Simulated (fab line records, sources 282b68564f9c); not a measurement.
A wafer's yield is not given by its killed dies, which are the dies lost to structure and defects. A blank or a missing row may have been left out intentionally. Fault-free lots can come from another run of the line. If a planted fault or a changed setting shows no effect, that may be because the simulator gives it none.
Which of the tools did it? ; flow rit-cmos ; 13 lots with 39 wafers sampled at 3 steps, on a route of 202 steps

## WHAT THE GAUGES READ, wafer by wafer
RIT_ACTIVE_CD_MEAS_11: the cd target is 1400 nm.
lot;measured;on;cd-nm (nm)
L807;day 1 14:37;cd-sem-02;1399.3 1397.6 1399.1
L808;day 1 20:05;cd-sem-02;1401.0 1400.4 1400.9
L810;day 2 05:38;cd-sem-02;1401.6 1399.9 1397.0
L819;day 4 02:28;cd-sem-01;1392.6 1393.6 1392.8
L820;day 4 07:28;cd-sem-01;1400.8 1396.1 1397.0
L821;day 4 12:34;cd-sem-01;1401.1 1403.2 1400.3
L822;day 4 17:26;cd-sem-02;1404.9 1403.2 1404.0
L823;day 4 22:26;cd-sem-02;1403.4 1401.1 1401.7
L824;day 5 03:26;cd-sem-01;1397.7 1399.7 1399.5
L825;day 5 08:26;cd-sem-02;1397.4 1397.6 1397.8
L826;day 5 14:16;cd-sem-01;1402.7 1401.7 1400.1
L827;day 5 18:28;cd-sem-01;1396.9 1399.8 1399.0
L830;day 6 09:28;cd-sem-01;1395.7 1397.4 1396.5

RIT_GATE_CD_MEAS_16: the cd target is 150 nm.
lot;measured;on;cd-nm (nm)
L807;day 2 14:09;cd-sem-01;150.8 150.0 149.5
L808;day 2 18:38;cd-sem-02;148.2 150.2 151.4
L810;day 3 08:08;cd-sem-01;196.5 194.8 194.7
L819;day 5 02:27;cd-sem-02;148.4 147.5 146.6
L820;day 5 06:14;cd-sem-01;149.8 149.7 151.8
L821;day 5 10:49;cd-sem-02;149.3 151.1 148.2
L822;day 5 15:10;cd-sem-01;154.9 151.8 153.4
L823;day 5 19:53;cd-sem-01;150.7 153.0 150.9
L824;day 6 00:54;cd-sem-01;150.0 148.9 148.0
L825;day 6 06:46;cd-sem-01;150.1 154.2 153.0
L826;day 6 11:46;cd-sem-02;147.4 147.4 149.9
L827;day 6 17:04;cd-sem-02;150.0 149.8 148.4
L830;day 7 09:22;cd-sem-01;148.9 149.4 149.2

## WHAT TOOL EACH LOT RAN ON (gives the tool, then ch and the chambers of the sampled wafers, and finally the start)
lot;RIT_GATE_EXPOSE_13
L807;iline-stepper-02 ch 0, day 2 13:45
L808;iline-stepper-02 ch 0, day 2 18:14
L810;iline-stepper-01 ch 0, day 3 07:34
L819;iline-stepper-01 ch 0, day 5 02:03
L820;iline-stepper-01 ch 0, day 5 05:48
L821;iline-stepper-02 ch 0, day 5 10:25
L822;iline-stepper-01 ch 0, day 5 14:41
L823;iline-stepper-02 ch 0, day 5 19:28
L824;iline-stepper-01 ch 0, day 6 00:30
L825;iline-stepper-01 ch 0, day 6 06:22
L826;iline-stepper-01 ch 0, day 6 11:14
L827;iline-stepper-02 ch 0, day 6 16:40
L830;iline-stepper-01 ch 0, day 7 08:58
- RIT_GATE_EXPOSE_13: exposes mask M6, target cd 150 nm.

## AS READ BY THE TOOLS THEMSELVES (means over the sampled wafers that have a number; for cases with no such wafer, the mark the record gives instead)
RIT_GATE_EXPOSE_13.
lot;tool;reticle-temp-C (C)
L807;iline-stepper-02;23.03
L808;iline-stepper-02;22.88
L810;iline-stepper-01;22.92
L819;iline-stepper-01;22.88
L820;iline-stepper-01;23.04
L821;iline-stepper-02;23.09
L822;iline-stepper-01;23.08
L823;iline-stepper-02;23.04
L824;iline-stepper-01;23.03
L825;iline-stepper-01;23.00
L826;iline-stepper-01;22.98
L827;iline-stepper-02;23.21
L830;iline-stepper-01;22.87

## THE ANSWER, worked out from the rows above alone
Rule: the lots themselves supply what counts as usual. The widest of any qualifying gaps counts: lots, ordered by their means at a reading, are off when they make up no more than a third of the lots, leave a main group of 4 or more, and stand apart from it by 3 or more times the standard deviation of that group's means. A main group is skipped when, at the precision printed for the reading in the tables above, its means are all equal. A lot without any number at a reading at which 4 lots or more have one is off too. The other lots that the step has rows for count as sound. The gauges are gone through in route order, then the tools' own readings, and for those a lot's mean is taken as printed above. The first step at which some lot is off is used, and at that step the reading that is off furthest; a lot without a number counts as furthest.
Off: L810 (RIT_GATE_CD_MEAS_16, cd-nm). The main group: mean 150.1 nm, standard deviation 1.6.
A tool fits if, at a process step before that reading, it ran every lot that is off, and no sound lot after the first of them. The gauges at RIT_GATE_CD_MEAS_16 are tried like those tools. No candidate that was tried fits.

## WHAT THE SIMULATOR HAD INSERTED
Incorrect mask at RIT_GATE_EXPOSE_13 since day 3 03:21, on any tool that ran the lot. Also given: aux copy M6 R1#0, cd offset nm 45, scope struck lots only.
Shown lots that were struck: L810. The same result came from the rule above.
